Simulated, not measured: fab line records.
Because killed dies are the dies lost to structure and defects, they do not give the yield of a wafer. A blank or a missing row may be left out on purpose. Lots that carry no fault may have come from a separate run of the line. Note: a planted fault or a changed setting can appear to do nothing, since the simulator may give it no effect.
What tool caused it? :: flow rit cmos :: 21 wafers from 7 lots sampled at 2 of the route's 202 steps

== WHAT EACH GAUGE READ, for each wafer ==
RIT_GATE_THK_MEAS_07.
lot: L988
measured: day 3 07:08
on: film metro-01
GATE_OXIDE_THK (nm): 3.03 3.04 3.07

lot: L993
measured: day 4 07:49
on: film metro-02
GATE_OXIDE_THK (nm): 2.97 3.02 3.02

lot: L998
measured: day 5 02:40
on: film metro-01
GATE_OXIDE_THK (nm): 3.07 3.12 3.07

lot: L101
measured: day 5 22:30
on: film metro-02
GATE_OXIDE_THK (nm): 2.99 3.01 3.04

lot: L104
measured: day 6 07:28
on: film metro-02
GATE_OXIDE_THK (nm): 2.97 2.98 2.98

lot: L106
measured: day 6 15:23
on: film metro-03
GATE_OXIDE_THK (nm): 3.05 3.08 3.00

lot: L108
measured: day 7 05:20
on: film metro-01
GATE_OXIDE_THK (nm): 2.93 2.98 2.96

== TOOL THAT RAN EACH LOT (tool first, then ch and the chambers of the sampled wafers, then the start) ==
lot: L988
RIT_PWELL_SOFTBAKE_02: litho track-02 ch 0, day 2 12:38

lot: L993
RIT_PWELL_SOFTBAKE_02: litho track-04 ch 0, day 3 15:58

lot: L998
RIT_PWELL_SOFTBAKE_02: litho track-04 ch 0, day 4 12:13

lot: L101
RIT_PWELL_SOFTBAKE_02: litho track-04 ch 0, day 5 05:25

lot: L104
RIT_PWELL_SOFTBAKE_02: litho track-02 ch 0, day 5 17:02

lot: L106
RIT_PWELL_SOFTBAKE_02: litho track-02 ch 0, day 6 03:31

lot: L108
RIT_PWELL_SOFTBAKE_02: litho track-01 ch 0, day 6 14:56
- RIT_PWELL_SOFTBAKE_02: time 60 s.

== THE ANSWER, worked out from the rows above alone ==
Rule: the usual values come from the lots themselves. Put in order of their means at a reading, lots are off if they are a third of the lots or fewer, leave a main group of 4 or more, and stand apart from it by a gap of 3 or more times the standard deviation of the main group's means; of several such gaps the widest counts. Not used: any main group whose means are identical at the precision the tables above print for the reading. A lot without any number at a reading at which 4 lots or more have one is off too. Any other lot the step has rows for is counted as sound.
No lot is off on any of the readings shown, so nothing can be concluded from this.

== WHAT THE SIMULATOR HAD PUT IN ==
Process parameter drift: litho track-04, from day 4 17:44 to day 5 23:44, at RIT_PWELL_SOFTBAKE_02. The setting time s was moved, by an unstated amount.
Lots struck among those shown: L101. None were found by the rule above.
